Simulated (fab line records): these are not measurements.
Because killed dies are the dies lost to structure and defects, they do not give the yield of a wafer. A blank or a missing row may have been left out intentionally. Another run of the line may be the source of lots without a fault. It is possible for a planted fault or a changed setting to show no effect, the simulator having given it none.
Split-lot study ; flow berkeley_cmos170 ; 23 wafers read from 5 lots, route of 331 steps

ON THE SPLIT
At UCB170_WELLDRIVE_OXIDATION_01 (target thk 199 nm, ox time 9000 s), the setting temp_c was moved away from the recipe's 1100 C on 10 of the 23 wafers read, by -2.1% to +1.5%. The other wafers ran this setting at the recipe's value.

There is no step in the file separating the split from the reading.

THE READING
At UCB170_WELLDRIVE_THK_MEAS_02: WELLDRIVE_OXIDE_THK, given in nm. A value of 200.7 nm with a standard deviation of 2.6 nm is what fault-free wafers of this fab line usually give.

wafer;tool, chamber at the split;temp_c as run, C;against the recipe;WELLDRIVE_OXIDE_THK, nm;against lot-mates on the recipe
L074.2;furnace-02, 0;1100;recipe;201.0;-
L074.3;furnace-02, 0;1100;recipe;200.6;-
L074.4;furnace-02, 0;1100;recipe;203.8;-
L078.1;-, -;1077;-2.1%;173.7;no lot-mate on the recipe
L078.2;-, -;1077;-2.1%;171.1;no lot-mate on the recipe
L078.3;-, -;1077;-2.1%;172.4;no lot-mate on the recipe
L078.5;-, -;1077;-2.1%;175.3;no lot-mate on the recipe
L078.6;-, -;1077;-2.1%;170.2;no lot-mate on the recipe
L077.1;-, -;1100;recipe;204.1;-
L077.2;-, -;1100;recipe;200.0;-
L077.3;-, -;1100;recipe;200.3;-
L077.4;-, -;1100;recipe;202.1;-
L077.6;-, -;1100;recipe;201.9;-
L079.1;-, -;1100;recipe;194.9;-
L079.2;-, -;1100;recipe;201.8;-
L079.4;-, -;1100;recipe;195.9;-
L079.5;-, -;1100;recipe;198.0;-
L079.6;-, -;1100;recipe;199.7;-
L083.1;-, -;1117;+1.5%;216.7;no lot-mate on the recipe
L083.2;-, -;1117;+1.5%;217.9;no lot-mate on the recipe
L083.3;-, -;1117;+1.5%;216.7;no lot-mate on the recipe
L083.4;-, -;1117;+1.5%;218.0;no lot-mate on the recipe
L083.5;-, -;1117;+1.5%;218.5;no lot-mate on the recipe

FIT RESULTS
A straight line over all 23 wafers: WELLDRIVE_OXIDE_THK changes by +12.5 nm for each +1% of temp_c; r = +0.99; the points scatter about the line by 2.5 nm.
Too few moved wafers have a lot-mate on the recipe to fit a line with each lot's own level taken away.

THE WHOLE CHAIN: every reading that the file lists as answering this split, in the file's order
step;what it does;reading;change (the file's fit);r (the file's)
UCB170_WELLDRIVE_OXIDATION_01;target thk 199 nm, ox time 9000 s;SiO2_of_WELLDRIVE_OXIDATION_01.thk_nm (the simulator's own value, which no gauge read);+12.5 nm for each +1% of the setting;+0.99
UCB170_WELLDRIVE_THK_MEAS_02;;WELLDRIVE_OXIDE_THK;+12.5 for each +1% of the setting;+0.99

FILE'S OWN FIT
WELLDRIVE_OXIDE_THK changes by +12.5 nm for each +1% of temp_c, r = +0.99.
